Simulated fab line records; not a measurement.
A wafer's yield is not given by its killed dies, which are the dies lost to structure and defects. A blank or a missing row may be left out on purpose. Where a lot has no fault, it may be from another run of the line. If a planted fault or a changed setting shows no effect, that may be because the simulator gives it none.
Matching of chambers + flow berkeley_cmos170 + UCB170_GATE_ETCH_15 on rie_si-02 has 4 sister chambers
The step etches poly-Si in HBr/Cl2, stops on SiO2, time 56.3 s, target depth 278.2 nm. 16 wafers are shown with their chamber, then 7 later ones without.

== WAFERS, EACH WITH ITS CHAMBER ==
| wafer  | chamber | drypump_motor_current_A (A) | throttle_valve_pct (%) | he_backside_leak_sccm (sccm) |
|--------|---------|-----------------------------|------------------------|------------------------------|
| L231.1 | 2       | 5.2                         | 26.62                  | 2.68                         |
| L231.5 | 2       | 5.2                         | 26.62                  | 2.68                         |
| L231.6 | 3       | 5.1                         | 26.41                  | 2.45                         |
| L235.1 | 1       | 5.0                         | 26.51                  | 2.40                         |
| L235.4 | 0       | 6.1                         | 26.43                  | 2.91                         |
| L235.6 | 2       | 5.2                         | 26.62                  | 2.75                         |
| L232.2 | 3       | 5.1                         | 26.41                  | 2.39                         |
| L232.4 | 2       | 5.2                         | 26.62                  | 2.78                         |
| L232.5 | 3       | 5.1                         | 26.41                  | 2.32                         |
| L237.2 | 2       | 5.2                         | 26.62                  | 2.67                         |
| L237.4 | 0       | 6.1                         | 26.42                  | 2.84                         |
| L237.5 | 3       | 5.1                         | 26.39                  | 2.54                         |
| L239.1 | 2       | 5.2                         | 26.62                  | 2.53                         |
| L239.2 | 3       | 5.1                         | 26.39                  | 2.40                         |
| L239.4 | 1       | 5.0                         | 26.50                  | 2.37                         |
| L240.2 | 3       | 5.0                         | 26.40                  | 2.45                         |

SIGNATURES (means of the wafers above)
| reading                 | chamber 0 | chamber 1 | chamber 2 | chamber 3 | scatter within a chamber |
|-------------------------|-----------|-----------|-----------|-----------|--------------------------|
| drypump_motor_current_A | 6.100     | 5.000     | 5.200     | 5.083     | 0.0264                   |
| throttle_valve_pct      | 26.4250   | 26.5050   | 26.6200   | 26.4017   | 0.00697                  |
| he_backside_leak_sccm   | 2.8750    | 2.3850    | 2.6817    | 2.4250    | 0.0751                   |
Rule: for a wafer and a chamber, the distance is found by dividing, reading by reading, the gap between the wafer's reading and the chamber's mean by the reading's scatter, squaring, summing and taking the root. If the next closest chamber is less than 2 further off than the closest, the wafer can't be placed; otherwise it belongs to the closest. The scatter is the square root of a quotient: the sum, over the shown wafers, of each reading's squared deviation from its chamber's mean, divided by wafers minus chambers.

== WAFERS WITH NO CHAMBER GIVEN ==
| wafer  | drypump_motor_current_A (A) | throttle_valve_pct (%) | he_backside_leak_sccm (sccm) |
|--------|-----------------------------|------------------------|------------------------------|
| L240.4 | 6.1                         | 26.44                  | 2.72                         |
| L240.6 | 5.2                         | 26.61                  | 2.65                         |
| L241.1 | 6.1                         | 26.44                  | 2.63                         |
| L241.5 | 5.1                         | 26.40                  | 2.53                         |
| L241.6 | 5.2                         | 26.62                  | 2.75                         |
| L252.1 | 5.2                         | 26.64                  | 2.64                         |
| L252.5 | 6.1                         | 26.44                  | 2.61                         |

== WHICH CHAMBER EACH WENT THROUGH ==
| wafer  | from the rows above | in truth |
|--------|---------------------|----------|
| L240.4 | 0                   | 0        |
| L240.6 | 2                   | 2        |
| L241.1 | 0                   | 0        |
| L241.5 | 3                   | 3        |
| L241.6 | 2                   | 2        |
| L252.1 | 2                   | 2        |
| L252.5 | 0                   | 0        |
Correctly placed: 7 of 7. From these rows, 0 cannot be placed. Number placed wrongly: 0.
